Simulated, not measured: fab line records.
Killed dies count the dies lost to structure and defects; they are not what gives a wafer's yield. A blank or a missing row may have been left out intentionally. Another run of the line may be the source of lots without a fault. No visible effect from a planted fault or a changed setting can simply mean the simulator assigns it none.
Split-lot experiment + flow berkeley_cmos170 + 23 wafers read from 5 lots, route of 331 steps

== SPLIT DETAILS ==
At UCB170_BACKSIDE_STRIP_03 (strips in O2), the setting power_w was moved away from the recipe's 400 W on 9 of the 23 wafers read, by -11.2% to +9.6%. This setting was run at the recipe's value on the other wafers.

The reading comes from the split's own step.

== THE READING ==
oes_product_au, in a.u., at UCB170_BACKSIDE_STRIP_03 (strips in O2). Fault-free wafers of this fab line usually give 0.734 a.u., standard deviation 0.0042 a.u.

| wafer  | tool, chamber at the split | power_w as run, W | against the recipe | oes_product_au, a.u. | against lot-mates on the recipe |
|--------|----------------------------|-------------------|--------------------|----------------------|---------------------------------|
| L074.1 | plasma_asher-03, 0         | 400               | recipe             | 0.740                | -                               |
| L074.2 | plasma_asher-03, 1         | 400               | recipe             | 0.732                | -                               |
| L074.3 | plasma_asher-03, 1         | 400               | recipe             | 0.746                | -                               |
| L074.5 | plasma_asher-03, 1         | 400               | recipe             | 0.729                | -                               |
| L074.6 | plasma_asher-03, 0         | 400               | recipe             | 0.730                | -                               |
| L077.2 | plasma_asher-04, 1         | 400               | recipe             | 0.739                | -                               |
| L077.3 | plasma_asher-04, 1         | 400               | recipe             | 0.737                | -                               |
| L077.4 | plasma_asher-04, 0         | 377.1             | -5.7%              | 0.715                | -0.023                          |
| L077.5 | plasma_asher-04, 0         | 377.1             | -5.7%              | 0.715                | -0.023                          |
| L077.6 | plasma_asher-04, 1         | 377.1             | -5.7%              | 0.710                | -0.028                          |
| L075.2 | plasma_asher-01, 0         | 400               | recipe             | 0.736                | -                               |
| L075.3 | plasma_asher-01, 1         | 400               | recipe             | 0.731                | -                               |
| L075.5 | plasma_asher-01, 1         | 400               | recipe             | 0.732                | -                               |
| L085.1 | plasma_asher-01, 1         | 438.4             | +9.6%              | 0.778                | +0.047                          |
| L085.2 | plasma_asher-01, 0         | 438.4             | +9.6%              | 0.768                | +0.037                          |
| L085.3 | plasma_asher-01, 0         | 438.4             | +9.6%              | 0.766                | +0.035                          |
| L085.5 | plasma_asher-01, 1         | 400               | recipe             | 0.733                | -                               |
| L085.6 | plasma_asher-01, 0         | 400               | recipe             | 0.729                | -                               |
| L084.1 | plasma_asher-03, 0         | 355.3             | -11.2%             | 0.693                | -0.044                          |
| L084.2 | plasma_asher-03, 1         | 355.3             | -11.2%             | 0.698                | -0.039                          |
| L084.3 | plasma_asher-03, 1         | 355.3             | -11.2%             | 0.700                | -0.037                          |
| L084.4 | plasma_asher-03, 0         | 400               | recipe             | 0.738                | -                               |
| L084.6 | plasma_asher-03, 0         | 400               | recipe             | 0.736                | -                               |

THE FIT
A straight line over all 23 wafers: oes_product_au changes by +0.00357 a.u. for each +1% of power_w; r = +0.98; the points scatter about the line by 0.0047 a.u.
The same after taking each lot's own level away (the mean of its wafers on the recipe; 23 wafers): +0.00389 a.u. for each +1%; r = +0.98; scatter 0.0045 a.u.
According to that fit, moving power_w by its largest amount changes the reading by 0.043 a.u.
From 0.7310 to 0.7380 a.u.: that is the span of the lots' own levels, equal to 1.7 times the standard deviation above.
Hence the lot-to-lot level has little effect on the slope; both slopes agree.
Check: for one of the wafers moved furthest among these (-11.2%), held out of the fit, the line's prediction against its lot-mates is -0.0428 a.u. It came out at -0.044 a.u. against them.
Tool readings at the split's step, against how far the setting was moved: oes_product_au r = +0.98; strip_time_to_endpoint_s r = -0.99.

== OTHER SPLITS APPLIED TO THESE WAFERS ==
Other splits were also applied to these wafers ahead of the reading. Each is held against what the fit with the lots' levels taken away leaves over:
| other split on the same wafers    | wafers away from the commonest value | r with oes_product_au (lot level and that fit taken away) |
|-----------------------------------|--------------------------------------|-----------------------------------------------------------|
| UCB170_NLDD_PEB_04 peb_temp_c     | 8                                    | +0.47                                                     |
| UCB170_NLDD_IMPLANT_09 energy_kev | 11                                   | -0.27                                                     |
| UCB170_PSD_IMPLANT_08 dose_cm2    | 4                                    | +0.11                                                     |
| UCB170_NSD_IMPLANT_08 dose_cm2    | 8                                    | +0.10                                                     |

== THE WHOLE CHAIN: every reading that the file lists as answering this split, in the file's order ==
| step                     | what it does | reading                  | change (the file's fit)                   | r (the file's) |
|--------------------------|--------------|--------------------------|-------------------------------------------|----------------|
| UCB170_BACKSIDE_STRIP_03 | strips in O2 | oes_product_au           | +0.00386 a.u. for each +1% of the setting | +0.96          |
| UCB170_BACKSIDE_STRIP_03 | strips in O2 | strip_time_to_endpoint_s | withheld for each +1% of the setting      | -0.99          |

== FILE'S OWN FIT ==
oes_product_au changes by +0.00386 a.u. for each +1% of power_w, r = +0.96.
